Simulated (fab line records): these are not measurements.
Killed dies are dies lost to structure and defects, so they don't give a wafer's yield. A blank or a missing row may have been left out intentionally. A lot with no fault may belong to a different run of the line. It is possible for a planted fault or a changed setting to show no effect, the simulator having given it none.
fab line records	flow berkeleyCmos170
[record] lots = 15	wafers = 45	lastDay = 13
route steps=331 shown PWELL@47 SILICIDE@212 CONTACT@224 M1@248
lots that met no fault: taken from a fault-free run of the same line
startH: the number of hours between the record's first day and the start of the first shown wafer of the lot	waitH: how many hours have passed since the lot's step before this one	" same as the row above	L1.1+2: one row covering several wafers at once	- no value present, or no start provided	* or withheld: withheld	< > ~ a bound
route shown NAME@n: NAME is a module with steps in the file, n the number in the route of the first one	usual: mean and standard deviation over wafers with no fault	same: alike in all rows	chamber/n: place in a boat	sites: per-site readings	_std_site: the values' standard deviation	_edge_site: mean of outer sites minus mean of inner sites	radiusMm: how far each site lies from the wafer's centre	mask NAME#n: copy n	behind: the tool/chamber that last shaped the wafer	hold: why the lot was held/for how many hours/how that ended	device: names the non-switching transistor (n, p or np)	end of line: the tests these same wafers got at the end of their route	step lacking rows: just its recipe	killed: dies lost to structure and defects at the first sort, not the wafer's yield	map: shows each die of a wafer: x if killed, . if not, _ if none is there
set.NAME: the setting the step ran with; set.NAME@STEP: the setting that earlier step ran with	model.NAME: the simulator's own value behind a step, which no gauge read
the route's steps for a sample of lots (tables are steps, rows are wafers)
services: from which hour (startH, from the record's first day; less than 0 if before it) a tool's chamber was out of use, for how many hours, and why
[[steps]]
[step UCB170_PWELL_OVL_MEAS_13]
[usual] PWELL_OVL = -3/6.3
lot.wafer	tool	chamber	startH	waitH	PWELL_OVL[nm]
L882.1	overlay-02	-	48.87	-	-9
L882.3	"	-	"	"	-6
L882.4	"	-	"	"	-5
L883.1	overlay-02	-	65.59	-	-13
L883.4	"	-	"	"	-13
L883.6	"	-	"	"	3
L885.1	overlay-01	-	65.93	-	-4
L885.3	"	-	"	"	-4
L885.5	"	-	"	"	-1
L888.3	overlay-02	-	82.70	-	7
L888.4	"	-	"	"	9
L888.5	"	-	"	"	-2
L891.1	overlay-01	-	90.86	-	2
L891.3	"	-	"	"	-7
L891.4	"	-	"	"	-8
L890.4	overlay-02	-	90.98	-	-12
L890.5	"	-	"	"	-12
L890.6	"	-	"	"	-8
L889.1	overlay-01	-	91.13	-	1
L889.2	"	-	"	"	-10
L889.4	"	-	"	"	-7
L892.2	overlay-01	-	104.76	-	-3
L892.3	"	-	"	"	-4
L892.5	"	-	"	"	-12
L893.4	overlay-02	-	105.22	-	-5
L893.5	"	-	"	"	1
L893.6	"	-	"	"	-2
L898.1	overlay-02	-	133.72	-	-8
L898.2	"	-	"	"	3
L898.6	"	-	"	"	1
L900.1	overlay-01	-	141.90	-	-8
L900.3	"	-	"	"	4
L900.6	"	-	"	"	-9
L902.1	overlay-02	-	151.26	-	0
L902.2	"	-	"	"	1
L902.6	"	-	"	"	0
L904.1	overlay-02	-	159.22	-	-8
L904.2	"	-	"	"	-9
L904.6	"	-	"	"	-11
L903.1	overlay-02	-	159.46	-	4
L903.2	"	-	"	"	-3
L903.6	"	-	"	"	-3
L905.3	overlay-01	-	168.32	-	-1
L905.4	"	-	"	"	-3
L905.6	"	-	"	"	-4
[step UCB170_SILICIDE_RS_MEAS_02]
[recipe] thkMeasGauge = four-point-probe	reads = Ti_of_SILICIDE_SPUTTER_01
[usual] SILICIDE_TI_RS = 26.0/0.31
lot.wafer	tool	chamber	startH	waitH	SILICIDE_TI_RS[ohm/sq]
L882.1	filmMetro-04	-	148.41	0.0	26.7
L882.3	"	-	"	"	26.3
L882.4	"	-	"	"	26.3
L883.1	filmMetro-02	-	168.68	0.0	26.0
L883.4	"	-	"	"	25.5
L883.6	"	-	"	"	25.2
L885.1	filmMetro-01	-	170.67	0.0	26.2
L885.3	"	-	"	"	26.4
L885.5	"	-	"	"	26.9
L888.3	filmMetro-04	-	175.99	0.1	26.1
L888.4	"	-	"	"	26.1
L888.5	"	-	"	"	25.8
L889.1	filmMetro-01	-	195.67	0.0	26.1
L889.2	"	-	"	"	25.6
L889.4	"	-	"	"	25.7
L891.1	filmMetro-01	-	196.24	0.0	25.9
L891.3	"	-	"	"	25.9
L891.4	"	-	"	"	25.5
L890.4	filmMetro-04	-	196.74	0.1	25.8
L890.5	"	-	"	"	26.3
L890.6	"	-	"	"	25.9
L893.4	filmMetro-01	-	206.06	0.1	26.4
L893.5	"	-	"	"	25.9
L893.6	"	-	"	"	25.8
L892.2	filmMetro-02	-	206.25	0.0	26.1
L892.3	"	-	"	"	26.2
L892.5	"	-	"	"	26.2
L898.1	filmMetro-01	-	243.02	0.0	25.8
L898.2	"	-	"	"	26.1
L898.6	"	-	"	"	25.8
L900.1	filmMetro-02	-	254.18	0.0	25.8
L900.3	"	-	"	"	26.0
L900.6	"	-	"	"	25.8
L902.1	filmMetro-04	-	254.57	0.0	25.8
L902.2	"	-	"	"	25.8
L902.6	"	-	"	"	25.7
L903.1	filmMetro-01	-	272.44	0.0	26.3
L903.2	"	-	"	"	26.3
L903.6	"	-	"	"	26.1
L904.1	filmMetro-04	-	272.64	0.0	26.3
L904.2	"	-	"	"	26.3
L904.6	"	-	"	"	26.2
L905.3	filmMetro-04	-	278.55	0.1	25.7
L905.4	"	-	"	"	25.8
L905.6	"	-	"	"	25.7
[step UCB170_CONTACT_RTA_08]
[recipe] tempC = 900	timeS = 10	ambient = N2
[usual] annealTempCMax = 904.0/1.2	chamberO2Ppm = 2.001/0.024	lampPowerPct = 24.9/0.86	wafer_temp_C_max = 903.4/0.7
lot.wafer	tool	chamber	startH	waitH	annealTempCMax	chamberO2Ppm	lampPowerPct	wafer_temp_C_max
L882.1	rtpAnneal-02	0	151.45	0.0	903.0	1.981	25.7	902.7
L882.3	"	0	"	"	903.5	1.948	25.7	903.9
L882.4	"	0	"	"	902.7	2.004	25.7	903.6
L883.1	rtpAnneal-02	0	171.91	0.0	903.6	1.994	25.7	903.0
L883.4	"	0	"	"	903.9	2.036	25.7	903.9
L883.6	"	0	"	"	903.2	2.018	25.7	902.9
L885.1	rtpAnneal-02	0	174.80	0.0	903.9	2.006	25.7	902.2
L885.3	"	0	"	"	903.7	1.997	25.6	902.8
L885.5	"	0	"	"	903.3	2.003	25.7	903.1
L888.3	rtpAnneal-01	0	180.18	0.0	904.5	2.003	23.9	903.3
L888.4	"	0	"	"	905.1	2.003	23.9	903.6
L888.5	"	0	"	"	906.4	1.970	23.9	903.1
L889.1	rtpAnneal-02	0	201.63	0.0	903.0	2.036	25.7	903.2
L889.2	"	0	"	"	903.0	2.032	25.7	902.8
L889.4	"	0	"	"	902.7	2.036	25.7	902.8
L890.4	rtpAnneal-01	0	201.66	0.0	904.6	1.998	24.0	902.6
L890.5	"	0	"	"	904.8	2.044	24.0	904.2
L890.6	"	0	"	"	906.3	2.004	24.0	903.0
L891.1	rtpAnneal-02	-	201.70	0.1	-	-	-	-
L891.3	"	-	"	"	-	-	-	-
L891.4	"	-	"	"	-	-	-	-
L893.4	rtpAnneal-01	-	209.08	0.0	-	-	-	-
L893.5	"	-	"	"	-	-	-	-
L893.6	"	-	"	"	-	-	-	-
L892.2	rtpAnneal-02	-	210.37	0.0	-	-	-	-
L892.3	"	-	"	"	-	-	-	-
L892.5	"	-	"	"	-	-	-	-
L898.1	rtpAnneal-01	0	247.71	0.0	905.7	2.000	24.0	903.3
L898.2	"	0	"	"	905.1	2.004	23.9	903.0
L898.6	"	0	"	"	904.0	1.991	23.9	902.6
L900.1	rtpAnneal-01	0	257.50	0.0	907.0	2.005	23.9	904.1
L900.3	"	0	"	"	905.2	2.026	24.0	903.8
L900.6	"	0	"	"	903.1	2.022	23.9	904.9
L902.1	rtpAnneal-02	0	258.94	0.0	902.5	1.976	25.7	902.9
L902.2	"	0	"	"	903.5	2.011	25.7	903.8
L902.6	"	0	"	"	903.2	1.999	25.7	902.8
L903.1	rtpAnneal-02	0	275.49	0.0	902.5	1.970	25.7	903.8
L903.2	"	0	"	"	902.8	1.986	25.7	904.5
L903.6	"	0	"	"	903.4	1.997	25.7	903.2
L904.1	rtpAnneal-01	0	275.72	0.0	905.7	1.938	23.9	903.5
L904.2	"	0	"	"	904.8	1.966	23.9	903.6
L904.6	"	0	"	"	904.2	2.002	24.0	902.9
L905.3	rtpAnneal-02	0	283.50	0.0	903.5	2.021	25.7	904.9
L905.4	"	0	"	"	902.7	2.019	25.7	903.0
L905.6	"	0	"	"	903.7	2.013	25.7	905.2
[step UCB170_M1_OVL_MEAS_10]
[usual] M1_OVL = 0/5.2
lot.wafer	tool	chamber	startH	waitH	M1_OVL[nm]
L882.1	overlay-01	-	155.14	0.1	-1
L882.3	"	-	"	"	-4
L882.4	"	-	"	"	9
L883.1	overlay-02	-	175.24	0.1	-4
L883.4	"	-	"	"	5
L883.6	"	-	"	"	2
L885.1	overlay-02	-	183.54	0.1	-1
L885.3	"	-	"	"	0
L885.5	"	-	"	"	-3
L888.3	overlay-01	-	183.65	0.1	4
L888.4	"	-	"	"	3
L888.5	"	-	"	"	5
L889.1	overlay-02	-	204.64	0.1	-9
L889.2	"	-	"	"	0
L889.4	"	-	"	"	3
L890.4	overlay-01	-	204.90	0.1	2
L890.5	"	-	"	"	11
L890.6	"	-	"	"	8
L898.1	overlay-01	-	250.99	0.1	-2
L898.2	"	-	"	"	-6
L898.6	"	-	"	"	9
L900.1	overlay-02	-	261.69	0.1	-2
L900.3	"	-	"	"	-2
L900.6	"	-	"	"	-4
L902.1	overlay-01	-	262.95	0.1	6
L902.2	"	-	"	"	5
L902.6	"	-	"	"	-1
L903.1	overlay-02	-	278.53	0.1	-3
L903.2	"	-	"	"	-9
L903.6	"	-	"	"	-2
L904.1	overlay-01	-	278.87	0.1	7
L904.2	"	-	"	"	2
L904.6	"	-	"	"	6
L905.3	overlay-02	-	286.81	0.1	-8
L905.4	"	-	"	"	1
L905.6	"	-	"	"	3
[[services]]
tool	chamber	startH	hours	kind
rtpAnneal-01	-	175.86	2.7	pm
[[key]]
[firstSign] step = UCB170_CONTACT_RTA_08	reading = toolRecord	direction = missing
effect none on later readings
metAt UCB170_CONTACT_RTA_08
struckLots L891,L892,L893
laterRowsLeftOut L891.1,L891.3,L891.4,L892.2,L892.3,L892.5,L893.4,L893.5,L893.6
sortLeftOut L891.1,L891.3,L891.4,L892.2,L892.3,L892.5,L893.4,L893.5,L893.6
testerLeftOut L891,L892,L893
notActingAt UCB170_PWELL_OVL_MEAS_13,UCB170_SILICIDE_RS_MEAS_02,UCB170_M1_OVL_MEAS_10
onsetBetween 201.63 201.70
[fault] kind = skippedStepWhole	tool = rtpAnneal-01,rtpAnneal-02	chamber = -	onsetH = 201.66	steps = UCB170_CONTACT_RTA_08	scope = struckLotsOnly
// testerLeftOut: of these lots the tester's yield and bins aren't shown, on N5 and GAA mostly nor the transistor test; their killed dies are dies lost to structure and defects alone, not to doping, threshold or leakage, so they don't give the yield
// sortLeftOut: the simulated sort isn't trusted on such a fault, so these wafers' sort isn't shown, and their yield isn't known
// laterRowsLeftOut: the simulator's readings of these wafers behind a module that went badly wrong aren't trusted and aren't shown, but for the sort
